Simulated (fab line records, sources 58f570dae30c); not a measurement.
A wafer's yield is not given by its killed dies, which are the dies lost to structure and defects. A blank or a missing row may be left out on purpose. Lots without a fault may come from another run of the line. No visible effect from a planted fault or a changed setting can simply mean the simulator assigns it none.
Which tool did it? :: flow berkeley_cmos170 :: 15 lots, 45 wafers sampled, at 2 steps of a route of 331

== WHAT THE GAUGES READ, wafer by wafer ==
UCB170_START_THK_MEAS_03.
lot: L370
measured: day 1 16:55
on: film_metro-01
START_OXIDE_THK (nm): 19.8 19.8 20.1

lot: L373
measured: day 2 05:37
on: film_metro-02
START_OXIDE_THK (nm): 20.2 20.0 19.9

lot: L376
measured: day 2 19:47
on: film_metro-01
START_OXIDE_THK (nm): 20.5 20.3 20.3

lot: L375
measured: day 2 19:48
on: film_metro-02
START_OXIDE_THK (nm): 20.1 20.2 19.9

lot: L379
measured: day 3 13:07
on: film_metro-02
START_OXIDE_THK (nm): 20.7 20.8 21.0

lot: L381
measured: day 4 02:20
on: film_metro-02
START_OXIDE_THK (nm): 20.6 20.1 20.4

lot: L383
measured: day 4 10:15
on: film_metro-03
START_OXIDE_THK (nm): 19.9 19.9 19.6

lot: L384
measured: day 4 10:16
on: film_metro-01
START_OXIDE_THK (nm): 20.1 20.2 20.3

lot: L385
measured: day 4 18:17
on: film_metro-03
START_OXIDE_THK (nm): 20.2 20.8 19.9

lot: L386
measured: day 4 22:43
on: film_metro-02
START_OXIDE_THK (nm): 20.4 20.5 20.2

lot: L387
measured: day 5 07:03
on: film_metro-03
START_OXIDE_THK (nm): 20.2 20.0 20.1

lot: L389
measured: day 5 16:39
on: film_metro-01
START_OXIDE_THK (nm): 19.5 19.4 19.4

lot: L390
measured: day 5 16:39
on: film_metro-03
START_OXIDE_THK (nm): 20.0 20.3 20.3

lot: L391
measured: day 6 02:20
on: film_metro-03
START_OXIDE_THK (nm): 20.0 20.1 20.0

lot: L392
measured: day 6 02:20
on: film_metro-02
START_OXIDE_THK (nm): 19.8 19.9 19.6

UCB170_M2_CD_MEAS_90 targets a cd of 700 nm.
lot: L370
measured: day 9 06:34
on: cd_sem-01
cd_nm (nm): 693 690 705

lot: L373
measured: day 9 07:02
on: cd_sem-01
cd_nm (nm): 698 701 700

lot: L376
measured: day 10 15:49
on: cd_sem-01
cd_nm (nm): 703 700 696

lot: L375
measured: day 10 12:58
on: cd_sem-01
cd_nm (nm): 702 700 701

lot: L379
measured: day 11 02:47
on: cd_sem-02
cd_nm (nm): 694 697 698

lot: L381
measured: day 11 01:58
on: cd_sem-02
cd_nm (nm): 703 699 698

lot: L383
measured: day 11 14:53
on: cd_sem-02
cd_nm (nm): 703 697 692

lot: L384
measured: day 12 17:41
on: cd_sem-01
cd_nm (nm): 699 696 701

lot: L385
measured: day 13 03:29
on: cd_sem-02
cd_nm (nm): 704 694 695

lot: L386
measured: day 13 02:50
on: cd_sem-02
cd_nm (nm): 696 696 694

lot: L387
measured: day 13 04:12
on: cd_sem-01
cd_nm (nm): 699 702 703

lot: L389
measured: day 13 07:56
on: cd_sem-02
cd_nm (nm): 698 696 695

lot: L390
measured: day 13 08:42
on: cd_sem-01
cd_nm (nm): 696 694 696

lot: L391
measured: day 13 12:30
on: cd_sem-01
cd_nm (nm): 704 705 703

lot: L392
measured: day 13 12:17
on: cd_sem-01
cd_nm (nm): 697 702 700

== WHAT TOOL EACH LOT RAN ON (gives the tool, then ch and the chambers of the sampled wafers, and finally the start) ==
Before these readings, the record contains no process step.

== AS READ BY THE TOOLS THEMSELVES (means over the sampled wafers that have a number; for cases with no such wafer, the mark the record gives instead) ==
The record holds no such reading with a usual standard deviation.

== THE ANSWER, worked out from the rows above alone ==
Rule: the usual values come from the lots themselves. Put in order of their means at a reading, lots are off if they are a third of the lots or fewer, leave a main group of 4 or more, and stand apart from it by a gap of 3 or more times the standard deviation of the main group's means; of several such gaps the widest counts. Not used: any main group whose means are identical at the precision the tables above print for the reading. Also off: a lot with no number at a reading for which 4 or more lots have one. All remaining lots with rows at the step are treated as sound. The gauges are gone through in route order, then the tools' own readings, and for those a lot's mean is taken as printed above. At the first step where some lot is off, the reading lying furthest off is the one used; lots without a number count as furthest.
Nothing can be told from this: no lot is off at any reading shown.

== WHAT THE SIMULATOR PUT IN ==
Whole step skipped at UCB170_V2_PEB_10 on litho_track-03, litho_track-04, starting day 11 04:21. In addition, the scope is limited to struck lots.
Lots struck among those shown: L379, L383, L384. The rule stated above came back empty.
